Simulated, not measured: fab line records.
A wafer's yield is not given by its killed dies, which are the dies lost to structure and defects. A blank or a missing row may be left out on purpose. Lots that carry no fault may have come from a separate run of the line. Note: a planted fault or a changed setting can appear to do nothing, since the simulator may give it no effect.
The same fault as seen by 2 desks :: flow berkeley-cmos170 :: each desk holds nothing but its own numbers, with what lay behind them at the end

== TOOL OWNER'S DESK, rie-si-02 ==
The tool's own readings at UCB170_GATE_ETCH_15 (etches poly-Si in HBr/Cl2, stops on SiO2, time 56.3 s, target depth 278.2 nm): means of the sampled wafers that have a number, for each lot that ran on this tool. If a lot's mean is further than 4 standard deviations from the usual mean, the lot is out of limits and carries the mark OUT (the distance appears in the brackets).
Columns: A = drypump-motor-current-A at UCB170_GATE_ETCH_15, usual 5.6 A; B = oes-product-au at UCB170_GATE_ETCH_15, usual 0.833 a.u.; C = rf-fwd-power-W at UCB170_GATE_ETCH_15, usual 297.0 W; D = throttle-valve-pct at UCB170_GATE_ETCH_15, usual 26.49 %
lot: L653
first seen here: day 6 22:00
A: 5.0
B: 0.824
C: 297.4
D: 26.27

lot: L656
first seen here: day 7 20:31
A: 5.3
B: 0.838
C: 296.4
D: 26.54

lot: L657
first seen here: day 8 16:23
A: 5.2
B: 0.819
C: 296.8
D: 26.29

lot: L661
first seen here: day 9 09:23
A: 5.6
B: 0.822
C: 297.8
D: 26.50

lot: L669
first seen here: day 10 16:38
A: 5.6
B: 0.926 (+5.5) OUT
C: 295.8
D: 26.81
This desk's finding: out of limits on L669; first on L669, day 10 16:38 (oes-product-au at UCB170_GATE_ETCH_15). L653, L656, L657, L661: within limits.

== THE METROLOGY DESK ==
Lot by lot, what the gauges showed, no matter which tool ran the lot: averages of those sampled wafers that carry a number. If a lot's mean is further than 4 standard deviations from the usual mean, the lot is out of limits and carries the mark OUT (the distance appears in the brackets).
Columns: A = cd-nm at UCB170_GATE_CD_MEAS_90, usual 349.9 nm
lot: L653
first seen here: day 6 22:10
A: 350.1

lot: L656
first seen here: day 7 20:40
A: 348.5

lot: L655
first seen here: day 7 20:54
A: 350.4

lot: L657
first seen here: day 8 16:34
A: 349.0

lot: L659
first seen here: day 8 16:35
A: 350.2

lot: L658
first seen here: day 8 16:49
A: 349.9

lot: L661
first seen here: day 9 09:34
A: 348.7

lot: L666
first seen here: day 10 04:04
A: 350.2

lot: L668
first seen here: day 10 16:41
A: 350.2

lot: L669
first seen here: day 10 16:49
A: 350.4

lot: L673
first seen here: day 11 10:45
A: 352.4

lot: L675
first seen here: day 11 14:48
A: 348.0

lot: L676
first seen here: day 11 15:02
A: 350.2
This desk's finding: nothing out of limits on any of the 13 lots.

== BROUGHT TOGETHER ==
On L669, at day 10 16:38, an alarm was possible from the tool owner's desk.
Metrology desk: nothing out of limits seen.
The metrology desk has L669 on record, within its limits.
UCB170_GATE_ETCH_15 was run on rie-si-02 by each of the lots named.

== WHAT THE SIMULATOR PUT IN ==
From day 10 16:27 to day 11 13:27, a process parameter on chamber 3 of rie-si-02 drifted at UCB170_GATE_ETCH_15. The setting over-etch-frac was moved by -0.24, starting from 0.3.
Shown lots that were struck: L669.
Each desk's first reading out of limits, in hours after the fault started: the tool owner's desk, 0.
